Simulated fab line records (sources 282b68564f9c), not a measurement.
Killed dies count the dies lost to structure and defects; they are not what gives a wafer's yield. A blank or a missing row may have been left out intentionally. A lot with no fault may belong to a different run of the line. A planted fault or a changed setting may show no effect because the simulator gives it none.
fab line records ; flow ritCmos
record lots=7; wafers=21; lastDay=7
route steps=202 shown SILICIDE@161 CONTACT@168 M1@202
lots that met no fault: taken from a fault-free run of the same line
startH: start of the lot's first displayed wafer, in hours after the record's first day ; waitH: hours since the lot's step before ; " unchanged from the row above ; L1.1+2: several wafers, shown together as one row ; - no value, or no start was given ; * or withheld: withheld ; < > ~ a bound
route shown NAME@n: NAME is a module with steps in the file, n the number in the route of the first one ; usual: the fault-free wafers' mean and standard deviation ; same: alike in all rows ; chamber/n: place in a boat ; sites: readings site by site ; _std_site: standard deviation of those values ; _edge_site: mean of outer sites minus mean of inner sites ; radiusMm: how far each site lies from the wafer's centre ; mask NAME#n: copy n ; behind: the most recent tool/chamber to have shaped the wafer ; hold: the reason the lot was held/the length of the hold in hours/how it ended ; device: the n, p or np transistor that did not switch ; end of line: at the end of the route, the tests of the same wafers ; step lacking rows: just its recipe ; killed: dies that structure and defects cost at the first sort, which is not the same as the wafer's yield ; map: dies across one wafer; x = killed, . = not, _ = none there
set.NAME: the setting as run; set.NAME@STEP: as run at that earlier step ; model.NAME: the simulator's own value behind a step, which no gauge read
lots at selected steps of the route; one table per step, one row per wafer
services: when a tool's chamber went out of use (startH, in hours from the record's first day, below 0 if earlier), for how many hours, and the reason
## steps
# step RIT_SILICIDE_WET_ETCH_00
# recipe chemistry=BOE; target=SiO2; targetDepthNm=14; timeS=15; dry=n2Spin; dilution=10:1; tempC=21.5
# step RIT_SILICIDE_SPUTTER_01
# recipe material=Ti; targetThkNm=30; powerW=350; chamberPressurePa=0.667; gas=Ar; timeS=240; substrateTempC=25
# usual throttleValvePct=30.1/1
lot.wafer;tool;chamber;startH;waitH;throttleValvePct
L171.1;pvdSputter-01;-;79.40;0.0;31.3
L171.2;pvdSputter-01;-;79.40;0.0;30.4
L171.6;pvdSputter-01;-;79.40;0.0;30.2
L173.2;pvdSputter-01;-;83.04;0.0;30.2
L173.3;pvdSputter-01;-;83.04;0.0;31.2
L173.6;pvdSputter-01;-;83.04;0.0;30.9
L178.2;pvdSputter-02;-;111.37;0.0;29.8
L178.4;pvdSputter-02;-;111.37;0.0;27.7
L178.6;pvdSputter-02;-;111.37;0.0;27.7
L179.3;pvdSputter-01;-;112.21;0.0;30.1
L179.4;pvdSputter-01;-;112.21;0.0;30.7
L179.5;pvdSputter-01;-;112.21;0.0;29.5
L180.2;pvdSputter-02;-;120.42;0.0;30.0
L180.5;pvdSputter-02;-;120.42;0.0;27.8
L180.6;pvdSputter-02;-;120.42;0.0;29.7
L185.3;pvdSputter-01;-;147.77;0.0;30.3
L185.4;pvdSputter-01;-;147.77;0.0;30.9
L185.6;pvdSputter-01;-;147.77;0.0;30.2
L188.1;pvdSputter-04;-;170.48;0.0;29.4
L188.3;pvdSputter-04;-;170.48;0.0;28.4
L188.4;pvdSputter-04;-;170.48;0.0;30.2
# step RIT_SILICIDE_RS_MEAS_02
# recipe thkMeasGauge=four-point-probe; reads=Ti_of_SILICIDE_SPUTTER_01
# usual SILICIDE_TI_RS=47.3/0.88
lot.wafer;tool;chamber;startH;waitH;SILICIDE_TI_RS[ohm/sq]
L171.1;filmMetro-04;-;79.55;0.1;47.2
L171.2;filmMetro-04;-;79.55;0.1;48.3
L171.6;filmMetro-04;-;79.55;0.1;48.6
L173.2;filmMetro-03;-;83.21;0.1;48.6
L173.3;filmMetro-03;-;83.21;0.1;47.7
L173.6;filmMetro-03;-;83.21;0.1;47.3
L178.2;filmMetro-04;-;111.54;0.1;47.9
L178.4;filmMetro-04;-;111.54;0.1;46.3
L178.6;filmMetro-04;-;111.54;0.1;46.6
L179.3;filmMetro-01;-;112.40;0.1;48.0
L179.4;filmMetro-01;-;112.40;0.1;47.3
L179.5;filmMetro-01;-;112.40;0.1;47.8
L180.2;filmMetro-03;-;120.59;0.1;47.2
L180.5;filmMetro-03;-;120.59;0.1;45.6
L180.6;filmMetro-03;-;120.59;0.1;47.0
L185.3;filmMetro-04;-;147.96;0.1;49.1
L185.4;filmMetro-04;-;147.96;0.1;48.2
L185.6;filmMetro-04;-;147.96;0.1;48.5
L188.1;filmMetro-04;-;170.63;0.1;48.3
L188.3;filmMetro-04;-;170.63;0.1;48.3
L188.4;filmMetro-04;-;170.63;0.1;48.4
# step RIT_SILICIDE_THK_MEAS_03
# recipe thkMeasGauge=xrf; reads=Ti_of_SILICIDE_SPUTTER_01
# usual SILICIDE_TI_THK=29.7/0.48
lot.wafer;tool;chamber;startH;waitH;SILICIDE_TI_THK[nm]
L171.1;filmMetro-04;-;79.67;0.1;30.0
L171.2;filmMetro-04;-;79.67;0.1;29.4
L171.6;filmMetro-04;-;79.67;0.1;29.3
L173.2;filmMetro-03;-;83.32;0.1;28.9
L173.3;filmMetro-03;-;83.32;0.1;29.4
L173.6;filmMetro-03;-;83.32;0.1;29.6
L178.2;filmMetro-04;-;111.65;0.1;29.5
L178.4;filmMetro-04;-;111.65;0.1;30.4
L178.6;filmMetro-04;-;111.65;0.1;30.2
L179.3;filmMetro-01;-;112.50;0.1;29.3
L179.4;filmMetro-01;-;112.50;0.1;29.5
L179.5;filmMetro-01;-;112.50;0.1;29.3
L180.2;filmMetro-03;-;120.70;0.1;29.6
L180.5;filmMetro-03;-;120.70;0.1;30.4
L180.6;filmMetro-03;-;120.70;0.1;29.5
L185.3;filmMetro-04;-;148.06;0.1;28.9
L185.4;filmMetro-04;-;148.06;0.1;29.3
L185.6;filmMetro-04;-;148.06;0.1;29.1
L188.1;filmMetro-04;-;170.75;0.1;29.3
L188.3;filmMetro-04;-;170.75;0.1;29.3
L188.4;filmMetro-04;-;170.75;0.1;29.2
# step RIT_SILICIDE_RTA_04
# recipe tempC=650; timeS=10; idleTempC=25; rampUpS=5; rampDownS=5; coolToC=25; ambient=N2
# usual wafer_temp_C_max=653.0/0.9
lot.wafer;tool;chamber;startH;waitH;wafer_temp_C_max
L171.1;rtpAnneal-02;0;79.73;0.1;654.3
L171.2;rtpAnneal-02;0;79.73;0.1;654.4
L171.6;rtpAnneal-02;0;79.73;0.1;653.6
L173.2;rtpAnneal-02;0;83.38;0.1;653.7
L173.3;rtpAnneal-02;0;83.38;0.1;653.4
L173.6;rtpAnneal-02;0;83.38;0.1;654.1
L178.2;rtpAnneal-02;0;111.71;0.1;653.5
L178.4;rtpAnneal-02;0;111.71;0.1;652.5
L178.6;rtpAnneal-02;0;111.71;0.1;653.3
L179.3;rtpAnneal-02;0;112.56;0.1;653.3
L179.4;rtpAnneal-02;0;112.56;0.1;654.0
L179.5;rtpAnneal-02;0;112.56;0.1;654.4
L180.2;rtpAnneal-01;0;120.76;0.1;652.3
L180.5;rtpAnneal-01;0;120.76;0.1;652.2
L180.6;rtpAnneal-01;0;120.76;0.1;652.7
L185.3;rtpAnneal-02;0;148.12;0.1;653.9
L185.4;rtpAnneal-02;0;148.12;0.1;653.9
L185.6;rtpAnneal-02;0;148.12;0.1;654.2
L188.1;rtpAnneal-01;0;170.81;0.1;652.1
L188.3;rtpAnneal-01;0;170.81;0.1;653.9
L188.4;rtpAnneal-01;0;170.81;0.1;652.0
# step RIT_SILICIDE_WET_ETCH_05
# recipe chemistry=SPM; target=Ti; tempC=90; timeS=120; dry=n2Spin
# step RIT_SILICIDE_RTA_06
# recipe tempC=750; timeS=10; idleTempC=25; rampUpS=5; rampDownS=10; coolToC=25; ambient=N2
# usual wafer_temp_C_max=753.3/0.97
lot.wafer;tool;chamber;startH;waitH;wafer_temp_C_max
L171.1;rtpAnneal-01;0;79.84;0.0;752.5
L171.2;rtpAnneal-01;0;79.84;0.0;752.2
L171.6;rtpAnneal-01;0;79.84;0.0;752.7
L173.2;rtpAnneal-01;0;83.49;0.0;753.4
L173.3;rtpAnneal-01;0;83.49;0.0;752.4
L173.6;rtpAnneal-01;0;83.49;0.0;753.5
L178.2;rtpAnneal-01;0;111.82;0.0;752.5
L178.4;rtpAnneal-01;0;111.82;0.0;753.5
L178.6;rtpAnneal-01;0;111.82;0.0;752.8
L179.3;rtpAnneal-01;0;112.67;0.0;753.0
L179.4;rtpAnneal-01;0;112.67;0.0;752.6
L179.5;rtpAnneal-01;0;112.67;0.0;752.5
L180.2;rtpAnneal-02;0;120.88;0.0;754.4
L180.5;rtpAnneal-02;0;120.88;0.0;753.2
L180.6;rtpAnneal-02;0;120.88;0.0;753.7
L185.3;rtpAnneal-01;0;148.23;0.0;751.8
L185.4;rtpAnneal-01;0;148.23;0.0;752.5
L185.6;rtpAnneal-01;0;148.23;0.0;752.2
L188.1;rtpAnneal-02;0;170.92;0.0;755.2
L188.3;rtpAnneal-02;0;170.92;0.0;755.3
L188.4;rtpAnneal-02;0;170.92;0.0;754.7
# step RIT_CONTACT_CVD_00
# recipe material=SiO2; targetThkNm=400; precursor=TEOS; tempC=390; timeS=61; rfW=391.4
# usual heaterPowerW=305/59; rfFwdPowerW=388.1/1.6
lot.wafer;tool;chamber;startH;waitH;heaterPowerW;rfFwdPowerW
L171.1;pecvd-01;0;79.90;0.1;343;386.8
L171.2;pecvd-01;2;79.90;0.1;354;391.5
L171.6;pecvd-01;2;79.90;0.1;364;389.9
L173.2;pecvd-03;2;83.54;0.0;318;388.3
L173.3;pecvd-03;0;83.54;0.0;261;387.5
L173.6;pecvd-03;1;83.54;0.0;190;388.2
L178.2;pecvd-04;0;111.87;0.0;248;388.6
L178.4;pecvd-04;0;111.87;0.0;264;385.7
L178.6;pecvd-04;2;111.87;0.0;423;387.0
L179.3;pecvd-03;0;112.71;0.0;254;390.4
L179.4;pecvd-03;0;112.71;0.0;276;388.4
L179.5;pecvd-03;1;112.71;0.0;265;390.0
L180.2;pecvd-01;2;120.93;0.0;353;390.0
L180.5;pecvd-01;2;120.93;0.0;363;389.7
L180.6;pecvd-01;1;120.93;0.0;307;388.5
L185.3;pecvd-03;0;148.28;0.0;331;386.9
L185.4;pecvd-03;0;148.28;0.0;338;388.7
L185.6;pecvd-03;2;148.28;0.0;269;389.7
L188.1;pecvd-03;0;170.99;0.1;304;386.9
L188.3;pecvd-03;2;170.99;0.1;266;390.2
L188.4;pecvd-03;0;170.99;0.1;305;386.6
# step RIT_CONTACT_THK_MEAS_01
# recipe reads=SiO2_of_CONTACT_CVD_00
# usual CONTACT_TEOS_THK=393/5.3
lot.wafer;tool;chamber;startH;waitH;CONTACT_TEOS_THK[nm]
L171.1;filmMetro-04;-;79.96;0.0;379
L171.2;filmMetro-04;-;79.96;0.0;385
L171.6;filmMetro-04;-;79.96;0.0;395
L173.2;filmMetro-04;-;83.60;0.0;388
L173.3;filmMetro-04;-;83.60;0.0;391
L173.6;filmMetro-04;-;83.60;0.0;400
L178.2;filmMetro-04;-;111.93;0.0;395
L178.4;filmMetro-04;-;111.93;0.0;401
L178.6;filmMetro-04;-;111.93;0.0;394
L179.3;filmMetro-02;-;112.78;0.0;393
L179.4;filmMetro-02;-;112.78;0.0;396
L179.5;filmMetro-02;-;112.78;0.0;394
L180.2;filmMetro-02;-;120.99;0.0;397
L180.5;filmMetro-02;-;120.99;0.0;400
L180.6;filmMetro-02;-;120.99;0.0;400
L185.3;filmMetro-03;-;148.35;0.0;386
L185.4;filmMetro-03;-;148.35;0.0;398
L185.6;filmMetro-03;-;148.35;0.0;390
L188.1;filmMetro-02;-;171.04;0.0;384
L188.3;filmMetro-02;-;171.04;0.0;389
L188.4;filmMetro-02;-;171.04;0.0;390
# step RIT_CONTACT_HMDS_02
# recipe primeTimeS=60; primeTempC=140
# step RIT_CONTACT_COAT_03
# recipe resist=NOVOLAK; spinRpm=3250; resistThkNm=1000
# step RIT_CONTACT_SOFTBAKE_04
# recipe resist=NOVOLAK; tempC=90; timeS=60
# step RIT_CONTACT_EXPOSE_05
# recipe maskId=M11; na=0.6; sourceShape=conventional; sigmaOuter=0.5; targetCdNm=1000; doseMj=250
lot.wafer;tool;chamber;startH;waitH;mask;model.CONTACT.overlayXNm
L171.1+2+6;ilineStepper-01;0;80.59;0.2;M11#0;-0.2393
L173.2+3+6;ilineStepper-02;0;84.12;0.1;M11#0;-0.1423
L178.2+4+6;ilineStepper-01;0;112.45;0.1;M11#0;-149.4
L179.3+4+5;ilineStepper-01;0;113.37;0.1;M11#0;-151.4
L180.2+5+6;ilineStepper-01;0;121.51;0.1;M11#0;-149.4
L185.3+4+6;ilineStepper-02;0;149.00;0.2;M11#0;-0.1097
L188.1+3+4;ilineStepper-02;0;171.67;0.2;M11#0;0.2232
# step RIT_CONTACT_PEB_06
# recipe resist=NOVOLAK; tempC=withheld; timeS=withheld
# step RIT_CONTACT_DEVELOP_07
# recipe resist=NOVOLAK; developTimeS=120; devTempC=23
# step RIT_CONTACT_CD_MEAS_08
# recipe targetCdNm=1000
# usual cdNm=1000.5/2.2
lot.wafer;tool;chamber;startH;waitH;cdNm
L171.1;cdSem-01;-;81.11;-;996.9
L171.2;cdSem-01;-;81.11;-;999.7
L171.6;cdSem-01;-;81.11;-;997.1
L173.2;cdSem-02;-;84.64;-;997.9
L173.3;cdSem-02;-;84.64;-;1001.8
L173.6;cdSem-02;-;84.64;-;998.7
L178.2;cdSem-02;-;112.97;-;1002.6
L178.4;cdSem-02;-;112.97;-;1002.0
L178.6;cdSem-02;-;112.97;-;1000.8
L179.3;cdSem-01;-;113.89;-;1003.9
L179.4;cdSem-01;-;113.89;-;1005.3
L179.5;cdSem-01;-;113.89;-;1002.9
L180.2;cdSem-01;-;122.03;-;1001.9
L180.5;cdSem-01;-;122.03;-;1001.5
L180.6;cdSem-01;-;122.03;-;1003.2
L185.3;cdSem-01;-;149.52;-;1000.8
L185.4;cdSem-01;-;149.52;-;999.2
L185.6;cdSem-01;-;149.52;-;1002.6
L188.1;cdSem-02;-;172.19;-;999.7
L188.3;cdSem-02;-;172.19;-;1001.4
L188.4;cdSem-02;-;172.19;-;1000.7
# step RIT_CONTACT_OVL_MEAS_09
# usual CONTACT_OVL=0.5/1.7
lot.wafer;tool;chamber;startH;waitH;CONTACT_OVL[nm]
L171.1;overlay-02;-;81.23;0.1;0.8
L171.2;overlay-02;-;81.23;0.1;-1.0
L171.6;overlay-02;-;81.23;0.1;-1.4
L173.2;overlay-02;-;84.74;0.1;0.1
L173.3;overlay-02;-;84.74;0.1;-1.1
L173.6;overlay-02;-;84.74;0.1;2.4
L178.2;overlay-02;-;113.07;0.1;-147.7
L178.4;overlay-02;-;113.07;0.1;-149.1
L178.6;overlay-02;-;113.07;0.1;-149.9
L179.3;overlay-02;-;113.98;0.1;-152.0
L179.4;overlay-02;-;113.98;0.1;-151.3
L179.5;overlay-02;-;113.98;0.1;-152.1
L180.2;overlay-01;-;122.13;0.1;-148.5
L180.5;overlay-01;-;122.13;0.1;-146.9
L180.6;overlay-01;-;122.13;0.1;-147.3
L185.3;overlay-02;-;149.61;0.1;1.0
L185.4;overlay-02;-;149.61;0.1;-0.7
L185.6;overlay-02;-;149.61;0.1;-0.7
L188.1;overlay-01;-;172.31;0.1;1.8
L188.3;overlay-01;-;172.31;0.1;1.8
L188.4;overlay-01;-;172.31;0.1;0.9
# step RIT_CONTACT_HARDBAKE_10
# recipe resist=NOVOLAK; tempC=140; timeS=60
# step RIT_M1_PROBE_99
# usual killedAtContacts=0.1/0.23; killedAtFrontEnd=7/3; killedDies=7/3; killedOnRim=2.0/1.2; killedOpen=3.3/2.1; killedShort=3.7/1.9
# same grossDies=264; killed_at_M0_to_M3=0; killed_at_M4_up=0; killedAtBackSide=0; killedAtOther=0
lot.wafer;tool;chamber;startH;waitH;killedAtContacts;killedAtFrontEnd;killedDies;killedOnRim;killedOpen;killedShort;model.etest.contactToGate.bvRightV;model.etest.contactToGate.bvLeftV
L171.1;prober-02;-;86.48;0.1;0;4;4;1;3;1;94.54;93.22
L171.2;prober-02;-;86.53;0.1;0;2;2;0;2;0;92.21;93.51
L171.6;prober-02;-;86.73;0.2;0;5;5;1;2;3;96.51;91.5
L173.2;prober-02;-;89.97;0.1;0;6;6;1;1;5;90.91;87.05
L173.3;prober-02;-;90.02;0.2;0;6;6;2;2;4;89.27;89.54
L173.6;prober-02;-;90.17;0.2;0;4;4;1;2;2;91.07;91.34
L178.2;prober-01;-;118.23;0.1;0;6;6;2;1;5;164.9;17.54
L178.4;prober-01;-;118.33;0.2;0;11;11;3;6;5;164.8;16.33
L178.6;prober-01;-;118.43;0.2;0;11;11;1;7;4;167.3;14.36
L179.3;prober-02;-;119.78;0.2;0;7;7;1;4;3;163.1;11.54
L179.4;prober-02;-;119.83;0.2;0;8;8;1;3;5;163.2;12.81
L179.5;prober-02;-;119.88;0.2;1;5;6;1;1;5;165.9;13.03
L180.2;prober-01;-;127.59;0.1;0;4;4;1;2;2;165;18.3
L180.5;prober-01;-;127.74;0.2;0;5;5;0;1;4;164.6;18
L180.6;prober-01;-;127.79;0.2;1;4;5;2;3;2;165.6;16.87
L185.3;prober-02;-;154.89;0.2;0;5;5;1;1;4;93.91;90.29
L185.4;prober-02;-;154.94;0.2;0;7;7;2;4;3;91.76;89.33
L185.6;prober-02;-;155.04;0.2;0;3;3;1;2;1;90.66;92.87
L188.1;prober-01;-;178.76;0.1;0;8;8;3;6;2;92.39;91.66
L188.3;prober-01;-;178.86;0.2;0;7;7;1;5;2;91;93.12
L188.4;prober-01;-;178.91;0.2;0;9;9;4;6;3;88.55;88.34
# killed by level:class
L171.1 GATE:geometricParticle:open=2 GATE:geometricParticle:short=1 SPACER:geometricParticle:open=1
L171.2 FOX1:geometricParticle:open=1 SILICIDE:geometricParticle:open=1
L171.6 FOX1:geometricParticle:short=1 FOX1:geometricParticle:open=1 GATE:geometricParticle:short=1 SPACER:geometricParticle:short=1 SPACER:geometricParticle:open=1
L173.2 GATE:geometricParticle:short=2 FOX1:geometricParticle:short=1 REOX:geometricParticle:open=1 REOX:geometricParticle:short=1 SPACER:geometricParticle:short=1
L173.3 FOX1:geometricParticle:short=1 FOX2:geometricParticle:open=1 GATE:geometricParticle:short=1 GATE:geometricParticle:open=1 REOX:geometricParticle:short=1 SPACER:geometricParticle:short=1
L173.6 FOX1:geometricParticle:open=1 FOX2:geometricParticle:short=1 SPACER:geometricParticle:short=1 SILICIDE:geometricParticle:open=1
L178.2 GATE:geometricParticle:short=2 FOX2:geometricParticle:short=1 REOX:geometricParticle:short=1 SPACER:geometricParticle:short=1 SILICIDE:geometricParticle:open=1
L178.4 GATE:geometricParticle:short=3 GATE:geometricParticle:open=3 SPACER:geometricParticle:short=2 SILICIDE:geometricParticle:open=2 SPACER:geometricParticle:open=1
L178.6 SPACER:geometricParticle:open=4 FOX1:geometricParticle:open=1 FOX1:geometricParticle:short=1 GATE:geometricParticle:short=1 REOX:geometricParticle:open=1 SPACER:geometricParticle:short=1 SILICIDE:geometricParticle:open=1 SILICIDE:geometricParticle:short=1
L179.3 GATE:geometricParticle:short=2 REOX:geometricParticle:open=2 FOX1:geometricParticle:open=1 GATE:geometricParticle:open=1 SILICIDE:geometricParticle:short=1
L179.4 FOX1:geometricParticle:short=2 REOX:geometricParticle:short=2 SPACER:geometricParticle:open=2 REOX:geometricParticle:open=1 SPACER:geometricParticle:short=1
L179.5 SILICIDE:geometricParticle:short=3 FOX1:geometricParticle:short=1 REOX:geometricParticle:open=1 CONTACT:geometricParticle:short=1
L180.2 GATE:geometricParticle:short=1 GATE:geometricParticle:open=1 REOX:geometricParticle:open=1 SPACER:geometricParticle:short=1
L180.5 SPACER:geometricParticle:short=2 GATE:geometricParticle:short=1 SILICIDE:geometricParticle:short=1 SILICIDE:geometricParticle:open=1
L180.6 FOX1:geometricParticle:short=2 GATE:geometricParticle:open=1 SILICIDE:geometricParticle:open=1 CONTACT:geometricParticle:open=1
L185.3 GATE:geometricParticle:short=3 REOX:geometricParticle:short=1 REOX:geometricParticle:open=1
L185.4 FOX1:geometricParticle:open=3 GATE:geometricParticle:short=2 SILICIDE:geometricParticle:short=1 SILICIDE:geometricParticle:open=1
L185.6 FOX1:geometricParticle:open=1 GATE:geometricParticle:open=1 REOX:geometricParticle:short=1
L188.1 GATE:geometricParticle:open=3 FOX2:geometricParticle:open=2 FOX2:geometricParticle:short=1 REOX:geometricParticle:short=1 SILICIDE:geometricParticle:open=1
L188.3 GATE:geometricParticle:open=2 FOX1:geometricParticle:open=1 FOX2:geometricParticle:open=1 GATE:geometricParticle:short=1 REOX:geometricParticle:short=1 SILICIDE:geometricParticle:open=1
L188.4 REOX:geometricParticle:open=4 REOX:geometricParticle:short=2 GATE:geometricParticle:open=1 GATE:geometricParticle:short=1 SILICIDE:geometricParticle:open=1
## services
tool;chamber;startH;hours;kind
pvdSputter-02;-;84.21;5.0;repair
ilineStepper-02;-;106.63;9.2;repair
ilineStepper-01;0;116.15;-;calibration
pvdSputter-02;-;120.75;1.9;repair
pecvd-04;2;137.67;1.9;repair
## key
firstSign step=RIT_CONTACT_OVL_MEAS_09; reading=CONTACT_OVL; direction=down; sigmas=90; usual=0.5; struck=-149.4
effect none on later readings
modelEffect step=RIT_CONTACT_EXPOSE_05; value=CONTACT.overlayXNm; without=-0.05498; struck=-150.1
modelEffect step=RIT_M1_PROBE_99; value=etest.contactToGate.bvRightV; without=89.93; struck=164.9
metAt RIT_CONTACT_EXPOSE_05
struckWafers L178.2,L178.4,L178.6,L179.3,L179.4,L179.5,L180.2,L180.5,L180.6
testerLeftOut L178,L179,L180
onsetBetween 80.59 112.45
fault kind=scannerMatchingOverlay; tool=ilineStepper-01; chamber=-; onsetH=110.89; steps=RIT_CONTACT_EXPOSE_05; offset=-150
# testerLeftOut: of these lots the tester's yield and bins aren't shown, on N5 and GAA mostly nor the transistor test; their killed dies are dies lost to structure and defects alone, not to doping, threshold or leakage, so they don't give the yield
